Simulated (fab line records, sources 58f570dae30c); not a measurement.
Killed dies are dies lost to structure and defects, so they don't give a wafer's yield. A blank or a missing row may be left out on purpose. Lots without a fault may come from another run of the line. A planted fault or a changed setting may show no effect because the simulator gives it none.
A struck lot beside a sound one | flow berkeley_cmos170 | 14 steps out of a route of 331
Sound: wafers L161.1, L161.2, L161.5. Struck: wafers L171.1, L171.3, L171.5. The cause comes at the end.
At each step with rows: each side's tool, then ch and its chambers, then its first start. Under that, the readings that differ: sound wafers | struck wafers | difference of the means | sigmas: that difference in standard deviations of wafers without a fault.
alike: readings whose means differ by less than 2 such deviations, and words and numbers that are the same on both sides. not compared: withheld readings, readings that some wafer has no value for, bounds like >300 that may hide the same value, and numbers for which the record gives no deviation and whose values overlap.
The two part at a step that has a row with sigmas, a row that says differs or no value, or rows on one side only. Numbers that don't overlap but have no deviation are shown without sigmas and don't part them. A reading that every wafer of one side lacks parts them only if that side has two wafers or more.

UCB170_FIELD_THK_MEAS_90:
  sound on film_metro-02, day 7 06:38; struck on film_metro-01, day 9 14:18
  alike: FIELD_OXIDE_LEFT_1_THK
then, 2 steps without rows for these wafers: UCB170_SACOX_CLEAN_00 (cleans in dHF, time 7.5 s); UCB170_SACOX_OXIDATION_01 (target thk 14.4 nm, ox time 2400 s).
UCB170_SACOX_THK_MEAS_02:
  sound on film_metro-02, day 7 10:01; struck on film_metro-01, day 9 21:22
  alike: SACOX_OXIDE_THK
then, 2 steps without rows for these wafers: UCB170_SCREENOX_WET_ETCH_00 (etches SiO2 in dHF, time 200 s); UCB170_SCREENOX_OXIDATION_01 (target thk 14.4 nm, ox time 2400 s).
UCB170_SCREENOX_THK_MEAS_02:
  sound on film_metro-04, day 7 14:43; struck on film_metro-04, day 10 03:07
  alike: SCREENOX_OXIDE_THK
then, 5 steps without rows for these wafers: UCB170_SCREENOX_ANNEAL_03 (time 900 s); UCB170_NVT_HMDS_00 (prime time 60 s); UCB170_NVT_COAT_01 (resist thk 900 nm); UCB170_NVT_SOFTBAKE_02 (time 60 s); UCB170_NVT_EXPOSE_03 (exposes mask PWELL, target cd 3000 nm).
UCB170_NVT_PEB_04:
  sound on litho_track-02 ch 0, day 7 22:33; struck on litho_track-01, day 10 10:56
  no value came back on the struck wafers for chill_plate_temp_C (C), exhaust_pa (Pa); on the sound wafers chill_plate_temp_C (C) reads 23.04 22.97 23.07
then, 1 step without rows for these wafers: UCB170_NVT_DEVELOP_05 (develop time 45 s).

WHERE THEY PART
Only at UCB170_NVT_PEB_04, within this record.

WHY: what the simulator had put in
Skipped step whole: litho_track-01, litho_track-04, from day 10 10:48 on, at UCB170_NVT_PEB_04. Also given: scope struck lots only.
